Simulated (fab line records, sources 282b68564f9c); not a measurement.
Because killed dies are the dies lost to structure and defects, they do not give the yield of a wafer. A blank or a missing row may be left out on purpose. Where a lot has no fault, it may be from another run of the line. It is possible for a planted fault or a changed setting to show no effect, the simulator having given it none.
Problem report, 8D (eight disciplines) form, completed by code || flow rit_cmos || the parts of the form that need people (team, actions taken, sign-off) are left out

== 1. PROBLEM STATEMENT ==
Mean of wafer_temp_C_max at RIT_SILICIDE_RTA_04: 723.7 across 9 wafers in 3 lots; on wafers with no fault it is 653.4 (standard deviation 0.85). That is +83 standard deviations from the usual mean.
The step: time 10 s, ramp up 5 s, ramp down 5 s.
Seen first at day 5 06:58 on rtp_anneal-01, wafer L224.1. At this step, 45 wafers from 15 lots have a number in the record. Rule for "out" (also "out of limits"): further than 4 standard deviations from the usual mean. Any other wafer with a number is counted as sound.

== 2. WHAT IT IS; WHAT IT IS NOT ==
{"question": "which readings at this step", "is": "wafer_temp_C_max", "is not": "-"}
{"question": "which lots", "is": "L224, L226, L228", "is not": "L214, L215, L216, L217, L218, L219, L220, L222, L231, L233, L235, L237"}
{"question": "which wafers of those lots", "is": "all that have a number", "is not": "-"}
{"question": "read on which tools", "is": "rtp_anneal-01", "is not": "rtp_anneal-02"}
{"question": "when", "is": "from day 5 06:58", "is not": "up to then (24 sound wafers); but 12 sound wafers of L231, L233, L235, L237 came after"}

== 3. WHAT RULES OUT EACH SUSPECT ==
Counting: a tool stays on the suspect list if, at a process step up to the reading, it processed all lots that are out and no sound lot following the first of them.
- rtp_anneal-01 at RIT_SILICIDE_RTA_04 (time 10 s, ramp up 5 s, ramp down 5 s): kept. It ran every lot that is out, first L224 (day 5 06:58), and no sound lot after that; its last sound lot up to then is L222 (day 4 19:23). Its own wafer_temp_C_max readings are out on those wafers.
After counting, what remains is rtp_anneal-01 at RIT_SILICIDE_RTA_04.

== 4. THE CAUSE (what the simulator had put in) ==
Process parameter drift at RIT_SILICIDE_RTA_04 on rtp_anneal-01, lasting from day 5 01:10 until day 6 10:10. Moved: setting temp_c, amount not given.
After counting, this tool was the only one left.

== 5. THE CHAIN OF EFFECTS, in route order ==
Each row: a reading whose mean over the struck wafers that have a number lies more than 3 standard deviations from the usual. Scope: only readings with a usual standard deviation given in the record; hours: median across lots of the time from each lot's start at the first step in this table that gives one to its start at this step; sigmas: change in usual standard deviations.
{"hours": 0, "step": "RIT_SILICIDE_RTA_04", "reading": "wafer_temp_C_max", "usual": 653.4, "on struck wafers": 723.7, "change": "+70.3", "sigmas": "+83"}
Its process steps:
- RIT_SILICIDE_RTA_04: time 10 s, ramp up 5 s, ramp down 5 s.

== 6. HOW IT WOULD HAVE BEEN CAUGHT EARLIER ==
6 hours passed between the start of the fault at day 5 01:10 and the first reading out of limits in this record, taken at day 5 06:58.
